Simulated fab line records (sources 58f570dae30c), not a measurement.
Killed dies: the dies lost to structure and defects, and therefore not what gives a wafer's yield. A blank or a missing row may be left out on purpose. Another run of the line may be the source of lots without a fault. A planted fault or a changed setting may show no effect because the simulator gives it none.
The same fault as seen by 2 desks | flow berkeley_cmos170 | each desk holds nothing but its own numbers, with what lay behind them at the end

## AT THE TOOL OWNER'S DESK: implanter-03
The tool's own readings at UCB170_NVT_IMPLANT_07, given as means over the sampled wafers that have a number, one for each lot that went through this tool. If a lot's mean is further than 4 standard deviations from the usual mean, the lot is out of limits and carries the mark OUT (the distance appears in the brackets).
Columns: A = beam_energy_keV at UCB170_NVT_IMPLANT_07, usual 49.999; B = tilt_deg at UCB170_NVT_IMPLANT_07, usual 7.004 degrees
lot  | first seen here | A                        | B
L870 | day 6 13:56     | 50.003                   | 7.020
L871 | day 7 05:04     | 50.018                   | 7.007
L879 | day 9 02:59     | 46.302 (-99 or more) OUT | 7.008
L880 | day 9 11:40     | 46.276 (-99 or more) OUT | 7.007
L882 | day 9 18:06     | 46.309 (-99 or more) OUT | 6.993
Finding of this desk: L879, L880, L882 out of limits; the first was L879 at day 9 02:59, on beam_energy_keV at UCB170_NVT_IMPLANT_07. L870, L871 stayed within limits.

## AT THE METROLOGY DESK
What the gauges read for every lot (on any tool): the sampled wafers with a number, averaged. If a lot's mean is further than 4 standard deviations from the usual mean, the lot is out of limits and carries the mark OUT (the distance appears in the brackets).
Columns: A = SACOX_OXIDE_THK at UCB170_SACOX_THK_MEAS_02, usual 14.35 nm; B = SCREENOX_OXIDE_THK at UCB170_SCREENOX_THK_MEAS_02, usual 14.26 nm; C = NVT_OVL at UCB170_NVT_OVL_MEAS_06, usual 0 nm
lot  | first seen here | A     | B     | C
L870 | day 5 22:39     | 14.03 | 14.19 | 0
L871 | day 6 14:12     | 14.20 | 14.51 | -3
L879 | day 8 12:19     | 14.46 | 14.33 | -3
L880 | day 8 20:58     | 14.93 | 14.34 | -2
L882 | day 9 06:02     | 14.36 | 14.25 | 5
L888 | day 10 16:54    | 14.17 | 14.46 | -5
L891 | day 11 08:01    | 14.25 | 13.69 | 5
Result from this desk: across the 7 lots, nothing is out of limits.

## PUT TOGETHER
The tool owner's desk could have raised an alarm at day 9 02:59, on L879, L880, L882.
Nothing out of limits was seen by the metrology desk.
The metrology desk has L879, L880, L882 on record, within its limits.
The lots listed all ran UCB170_NVT_IMPLANT_07 on implanter-03.

## WHAT THE SIMULATOR HAD INSERTED
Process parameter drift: implanter-03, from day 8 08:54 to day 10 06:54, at UCB170_NVT_IMPLANT_07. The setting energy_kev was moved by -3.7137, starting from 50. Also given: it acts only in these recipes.
Lots struck among those shown: L879, L880, L882.
Each desk's first reading out of limits, in hours after the fault started: the tool owner's desk, 18.
